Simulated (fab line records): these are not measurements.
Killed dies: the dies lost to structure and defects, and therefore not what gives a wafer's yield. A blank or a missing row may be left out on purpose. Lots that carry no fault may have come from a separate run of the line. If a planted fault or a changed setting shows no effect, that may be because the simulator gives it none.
Lot-split experiment ; flow rit cmos ; route with 202 steps; 5 lots, 23 wafers read

ABOUT THE SPLIT
At RIT_CONTACT_DEVELOP_07 (develop time 120 s), the setting develop time s was moved away from the recipe's 120 s on 7 of the 23 wafers read, by -14.5% to +13.1%. The other wafers ran this setting at the recipe's value.

FROM THE SPLIT TO THE READING: what the file shows between them, 4 steps
- RIT_CONTACT_CD_MEAS_08: target cd 1000 nm
- RIT_CONTACT_HARDBAKE_10: time 60 s
- RIT_CONTACT_ETCH_11: etches SiO2 in CHF3/CF4/Ar, stops on TiSi2, target depth 480 nm, time 320 s
- RIT_CONTACT_STRIP_12: strips in O2, time 180 s

THE READING
cd nm (nm) at RIT_CONTACT_CD_MEAS_90, where the cd target is 1000 nm. Fault-free wafers of this fab line usually give 999.4 nm, standard deviation 2.3 nm.

wafer;tool, chamber at the split;develop time s as run, s;against the recipe;cd nm, nm;against lot-mates on the recipe
L075.1;litho track-04, 0;120;recipe;1000.7;-
L075.2;litho track-04, 0;120;recipe;998.7;-
L075.4;litho track-04, 0;120;recipe;999.8;-
L077.1;litho track-04, 0;102.6;-14.5%;986.2;-13.5
L077.3;litho track-04, 0;102.6;-14.5%;984.9;-14.8
L077.4;litho track-04, 0;120;recipe;999.3;-
L077.5;litho track-04, 0;120;recipe;1000.0;-
L077.6;litho track-04, 0;120;recipe;999.7;-
L079.1;litho track-04, 0;120;recipe;1000.8;-
L079.2;litho track-04, 0;120;recipe;1000.7;-
L079.3;litho track-04, 0;120;recipe;1001.7;-
L079.4;litho track-04, 0;120;recipe;1004.4;-
L079.6;litho track-04, 0;120;recipe;1000.7;-
L082.1;litho track-02, 0;129.4;+7.8%;1004.5;+3.9
L082.2;litho track-02, 0;120;recipe;1000.7;-
L082.4;litho track-02, 0;129.4;+7.8%;1003.1;+2.5
L082.5;litho track-02, 0;120;recipe;1000.5;-
L082.6;litho track-02, 0;129.4;+7.8%;1006.5;+5.9
L084.1;litho track-02, 0;120;recipe;998.3;-
L084.2;litho track-02, 0;120;recipe;999.3;-
L084.3;litho track-02, 0;135.7;+13.1%;1009.7;+11.9
L084.5;litho track-02, 0;120;recipe;995.9;-
L084.6;litho track-02, 0;135.7;+13.1%;1006.3;+8.5

THE FIT
A straight line over all 23 wafers: cd nm changes by +0.794 nm for each +1% of develop time s; r = +0.93; the points scatter about the line by 2 nm.
The same after taking each lot's own level away (the mean of its wafers on the recipe; 23 wafers): +0.827 nm for each +1%; r = +0.96; scatter 1.6 nm.
That fit puts the effect of the largest move of develop time s on the reading at 12 nm.
Across the lots, their own levels run from 997.83 to 1001.66 nm, a range of 1.7 times the standard deviation given above.
Consequently the slope shifts little with the lot-to-lot level, the two slopes agreeing.
Check: -12.2 nm against its lot-mates is what the line predicts for one of the wafers moved furthest among these (-14.5%) when that wafer is left out of the fit. It came out at -13.5 nm against them.

THE WHOLE CHAIN: every reading that the file lists as answering this split, in the file's order
step;what it does;reading;change (the file's fit);r (the file's)
RIT_CONTACT_CD_MEAS_08;target cd 1000 nm;cd nm;+0.837 nm for each +1% of the setting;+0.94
RIT_CONTACT_ETCH_11;etches SiO2 in CHF3/CF4/Ar, stops on TiSi2, target depth 480 nm, time 320 s;CONTACT.cd nm (the simulator's own value, which no gauge read);+0.83 nm for each +1% of the setting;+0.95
RIT_CONTACT_CD_MEAS_90;target cd 1000 nm;cd nm;+0.835 nm for each +1% of the setting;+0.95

FILE'S OWN FIT
cd nm changes by +0.835 nm for each +1% of develop time s, r = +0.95.
